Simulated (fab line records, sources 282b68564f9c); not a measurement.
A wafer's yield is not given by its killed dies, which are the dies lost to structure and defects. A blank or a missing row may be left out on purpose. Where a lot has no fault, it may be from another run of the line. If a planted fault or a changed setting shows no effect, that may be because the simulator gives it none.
Comparing a struck lot with a sound one | flow rit cmos | 19 out of 202 route steps
Sound: wafers L702.1, L702.4, L702.6. Wafers struck: L719.2, L719.4, L719.5. At the end, the cause is stated.
Order at every step that has rows: each side's tool, ch and its chambers, its first start. Under that, the readings that differ: sound wafers | struck wafers | difference of the means | sigmas: that difference in standard deviations of wafers without a fault.
alike: a reading whose means differ by less than 2 such deviations, as well as words and numbers matching on both sides. not compared: withheld readings; readings where some wafer has no value; bounds like >300 that might hide an equal value; numbers whose values overlap and for which the record gives no deviation.
A row with sigmas, a row that says differs or no value, or rows on one side alone: a step with any of these is where the two part. Numbers that have no deviation but don't overlap get no sigmas and don't part them. A reading missing from all wafers of one side parts the sides only when that side holds two or more wafers.

first, 1 step without rows for these wafers: RIT_SILICIDE_WET_ETCH_00 (etches SiO2 in BOE, target depth 14 nm, time 15 s).
RIT_SILICIDE_SPUTTER_01: material Ti, target thk 30 nm, time 240 s.
  sound: pvd sputter-01 at day 3 17:10; struck: pvd sputter-04 at day 7 03:08
  alike: throttle valve pct
RIT_SILICIDE_RS_MEAS_02: measurement is done with a four-point probe.
  sound: film metro-03 at day 3 17:19; struck: film metro-04 at day 7 03:19
  alike: SILICIDE_TI_RS
RIT_SILICIDE_THK_MEAS_03: measures by xrf.
  sound: film metro-03 at day 3 17:26; struck: film metro-04 at day 7 03:25
  alike: SILICIDE_TI_THK
RIT_SILICIDE_RTA_04: time 10 s, ramp up 5 s, ramp down 5 s.
  sound on rtp anneal-02 ch 0, day 3 17:29; struck on rtp anneal-01 ch 0, day 7 03:29
  alike: wafer_temp_C_max
then, 1 step without rows for these wafers: RIT_SILICIDE_WET_ETCH_05 (etches Ti in SPM, time 120 s).
RIT_SILICIDE_RTA_06: time 10 s, ramp up 5 s, ramp down 10 s.
  sound on rtp anneal-01 ch 0, day 3 17:35; struck on rtp anneal-02 ch 0, day 7 03:35
  alike: wafer_temp_C_max
RIT_CONTACT_CVD_00: deposits SiO2 from TEOS, target thk 400 nm, time 61 s.
  sound on pecvd-04 ch 0,1,2, day 3 17:40; struck on pecvd-03 ch 0,1,2, day 7 03:38
  alike: heater power w
RIT_CONTACT_THK_MEAS_01:
  sound: film metro-04 at day 3 17:43; struck: film metro-04 at day 7 03:42
  alike: CONTACT_TEOS_THK
then, 3 steps without rows for these wafers: RIT_CONTACT_HMDS_02 (prime time 60 s); RIT_CONTACT_COAT_03 (resist thk 1000 nm); RIT_CONTACT_SOFTBAKE_04 (time 60 s).
RIT_CONTACT_EXPOSE_05: exposes mask M11, target cd 1000 nm.
  sound on iline stepper-01 ch 0, day 3 18:21; struck on iline stepper-01 ch 0, day 7 04:21
  reading                         | sound                | struck         | difference | sigmas
  model.CONTACT.overlay x nm (nm) | -1.247 -1.247 -1.247 | 6.04 6.04 6.04 | +7.29      |
  alike: mask
then, 2 steps without rows for these wafers: RIT_CONTACT_PEB_06; RIT_CONTACT_DEVELOP_07 (develop time 120 s).
RIT_CONTACT_CD_MEAS_08: the cd target is 1000 nm.
  sound: cd sem-02 at day 3 18:52; struck: cd sem-02 at day 7 04:52
  alike: cd nm
RIT_CONTACT_OVL_MEAS_09:
  sound: overlay-02 at day 3 18:59; struck: overlay-02 at day 7 04:58
  reading          | sound          | struck      | difference | sigmas
  CONTACT_OVL (nm) | -2.4 -2.0 -2.8 | 5.1 5.4 4.9 | +7.5       | +5
then, 1 step without rows for these wafers: RIT_CONTACT_HARDBAKE_10 (time 60 s).
RIT_M1_PROBE_99:
  sound: prober-01 at day 4 01:40; struck: prober-01 at day 7 10:56
  reading                                   | sound             | struck            | difference | sigmas
  killed_at_M0_to_M3                        | 0 1 0             | 0 0 0             | +0         | -3
  model.etest.contact to gate.bv left v (V) | 89.52 90.92 91.23 | 95.05 95.11 93.86 | +4.12      |
  alike: killed at front end, killed dies, killed open, killed short
  not compared: model.etest.contact to gate.bv right v

## WHERE THEY PART
First at RIT_CONTACT_OVL_MEAS_09; last, within this record, at RIT_M1_PROBE_99.

WHY: what the simulator had put in
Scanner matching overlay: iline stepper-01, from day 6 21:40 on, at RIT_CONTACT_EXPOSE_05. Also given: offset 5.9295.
